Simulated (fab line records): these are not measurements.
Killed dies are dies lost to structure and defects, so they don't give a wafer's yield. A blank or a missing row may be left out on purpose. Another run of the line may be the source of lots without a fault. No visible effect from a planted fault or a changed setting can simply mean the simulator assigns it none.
Which tool was responsible?    flow ritCmos    15 lots, 45 wafers sampled, at 1 step of a route of 202

## WHAT EACH GAUGE READ, for each wafer
The record lacks any reading of a measuring or inspecting step that a usual standard deviation could be used to judge.

## TOOL THAT RAN EACH LOT (tool first, then ch and the chambers of the sampled wafers, then the start)
lot   RIT_GATE_ETCH_19
L625  rieSi-01 ch 1,2,3, day 2 14:27
L627  rieSi-01 ch 0,1,2, day 3 00:01
L628  rieSi-02 ch 2,3, day 3 08:31
L629  rieSi-01 ch 1,2,3, day 3 08:41
L631  rieSi-01 ch 0,1,2, day 3 19:48
L632  rieSi-02 ch 0,2, day 3 23:29
L633  rieSi-01 ch 1,2,3, day 4 05:20
L634  rieSi-02 ch 0,1,2, day 4 10:40
L635  rieSi-01 ch 0,2,3, day 4 15:01
L636  rieSi-02 ch 1,2,3, day 4 19:52
L637  rieSi-01 ch 0,1,2, day 5 02:44
L640  rieSi-02 ch 0,2,3, day 5 15:28
L642  rieSi-02 ch 0,1,2, day 6 01:19
L644  rieSi-02 ch 0,2,3, day 6 12:05
L647  rieSi-01 ch 0,1, day 7 02:10
- RIT_GATE_ETCH_19: etches poly-Si in SF6/CHF3/O2, stops on SiO2, time 165 s, target depth 312.5 nm.

## AS READ BY THE TOOLS THEMSELVES (means over the sampled wafers that have a number; for cases with no such wafer, the mark the record gives instead)
RIT_GATE_ETCH_19. Usual: O2_flow_sccm 5.001 sccm, standard deviation 0.015; SF6_flow_sccm 29.99 sccm, standard deviation 0.09; drypumpMotorCurrentA 5.8 A, standard deviation 0.53; oesProductAu 0.850 a.u., standard deviation 0.015; throttleValvePct 10.19 %, standard deviation 0.16.
lot   tool      O2_flow_sccm (sccm)  SF6_flow_sccm (sccm)  drypumpMotorCurrentA (A)  oesProductAu (a.u.)  throttleValvePct (%)  flag
L625  rieSi-01  5.001                30.01                 5.5                       0.843                10.27                 
L627  rieSi-01  5.003                30.03                 5.9                       0.862                10.32                 
L628  rieSi-02  5.015                30.02                 6.2                       0.836                10.12                 
L629  rieSi-01  5.006                30.02                 5.5                       0.849                10.26                 
L631  rieSi-01  5.005                29.93                 6.0                       0.856                10.32                 
L632  rieSi-02  4.984                29.98                 5.5                       0.844                10.15                 
L633  rieSi-01  5.009                30.09                 5.5                       0.848                10.27                 
L634  rieSi-02  4.997                29.94                 5.8                       0.855                10.05                 
L635  rieSi-01  4.998                29.88                 5.6                       0.843                10.21                 
L636  rieSi-02  5.003                29.95                 6.1                       0.842                10.08                 
L637  rieSi-01  4.995                29.99                 5.9                       0.863                10.32                 
L640  rieSi-02  4.999                30.04                 5.8                       0.866                10.18                 
L642  rieSi-02  5.007                30.02                 5.8                       0.874                10.04                 
L644  rieSi-02  4.999                29.95                 5.8                       0.861                10.18                 
L647  rieSi-01  4.994                30.09                 6.3                       0.849                10.32                 

## THE ANSWER, worked out from the rows above alone
Rule: lot off if the mean of its wafers having a number is beyond 3 standard deviations from the usual mean. Also off: a lot with no number at a reading for which 4 or more lots have one. Where the step has rows for the other lots, those lots are counted as sound. The gauges are gone through in route order, then the tools' own readings, and for those a lot's mean is taken as printed above. The first step at which some lot is off is used, and at that step the reading that is off furthest; a lot without a number counts as furthest.
Across all readings shown, no lot is off: no conclusion can be drawn from this.

## WHAT THE SIMULATOR PUT IN
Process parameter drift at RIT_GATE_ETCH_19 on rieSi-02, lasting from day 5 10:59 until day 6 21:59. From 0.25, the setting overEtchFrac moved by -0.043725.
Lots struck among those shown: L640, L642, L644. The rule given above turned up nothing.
